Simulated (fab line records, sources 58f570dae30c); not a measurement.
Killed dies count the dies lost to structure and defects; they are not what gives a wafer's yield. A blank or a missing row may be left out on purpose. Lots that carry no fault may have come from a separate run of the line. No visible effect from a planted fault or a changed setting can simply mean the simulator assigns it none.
Which of the tools did it? -- flow berkeley_cmos170 -- 21 wafers from 7 lots sampled at 4 of the route's 331 steps

== WHAT EACH GAUGE READ, for each wafer ==
UCB170_PVT_TW_MEAS_09.
lot,measured,on,PVT_TW
L730,day 6 01:09,film_metro-02,511 510 510
L733,day 6 13:57,film_metro-04,515 517 513
L736,day 7 12:07,film_metro-01,509 508 509
L738,day 7 11:01,film_metro-02,513 511 511
L741,day 8 19:58,film_metro-01,511 511 508
L748,day 9 20:32,film_metro-04,31 31 31
L752,day 10 20:47,film_metro-04,513 515 512

== WHAT TOOL EACH LOT RAN ON (gives the tool, then ch and the chambers of the sampled wafers, and finally the start) ==
lot,UCB170_PWELL_STRIP_16,UCB170_NVT_STRIP_08,UCB170_PVT_STRIP_08
L730,"plasma_asher-01 ch 0,1, day 3 09:25","plasma_asher-02 ch 0,1, day 5 23:06","plasma_asher-01 ch 0,1, day 6 01:04"
L733,"plasma_asher-03 ch 0, day 3 17:17","plasma_asher-02 ch 0,1, day 6 12:08","plasma_asher-03 ch 1, day 6 13:51"
L736,"plasma_asher-04 ch 1, day 4 12:41","plasma_asher-02 ch 0,1, day 7 08:07","plasma_asher-01 ch 0,1, day 7 12:01"
L738,"plasma_asher-03 ch 0,1, day 4 19:53","plasma_asher-01 ch 0,1, day 7 07:34","plasma_asher-03 ch 0,1, day 7 10:55"
L741,"plasma_asher-04 ch 0,1, day 5 17:38","plasma_asher-02 ch 0,1, day 8 17:32","plasma_asher-04 ch 0,1, day 8 19:52"
L748,"plasma_asher-01 ch 1, day 7 08:40","plasma_asher-02 ch 0,1, day 9 17:54","plasma_asher-03 ch 1, day 9 20:26"
L752,"plasma_asher-04 ch 0,1, day 8 09:05","plasma_asher-01 ch 0,1, day 10 18:39","plasma_asher-01 ch 0,1, day 10 20:41"
- UCB170_PWELL_STRIP_16: strips in O2.
- UCB170_NVT_STRIP_08: strips in O2.
- UCB170_PVT_STRIP_08: strips in O2.

== THE ANSWER, worked out from the rows above alone ==
Rule: usual is defined by the lots themselves. The widest of any qualifying gaps counts: lots, ordered by their means at a reading, are off when they make up no more than a third of the lots, leave a main group of 4 or more, and stand apart from it by 3 or more times the standard deviation of that group's means. Not used: any main group whose means are identical at the precision the tables above print for the reading. A lot without any number at a reading at which 4 lots or more have one is off too. Where the step has rows for the other lots, those lots are counted as sound.
Off: L748, seen at UCB170_PVT_TW_MEAS_09 (PVT_TW). Main group: mean 512, sd 2.1.
If a tool, at a process step before that reading, ran all the lots that are off and no sound lot after the first of them, it fits. The gauges at UCB170_PVT_TW_MEAS_09 are tried like those tools. Can't be told from this: 3 tools fit, plasma_asher-01 at UCB170_PWELL_STRIP_16, plasma_asher-02 at UCB170_NVT_STRIP_08, plasma_asher-03 at UCB170_PVT_STRIP_08.

== WHAT THE SIMULATOR HAD INSERTED ==
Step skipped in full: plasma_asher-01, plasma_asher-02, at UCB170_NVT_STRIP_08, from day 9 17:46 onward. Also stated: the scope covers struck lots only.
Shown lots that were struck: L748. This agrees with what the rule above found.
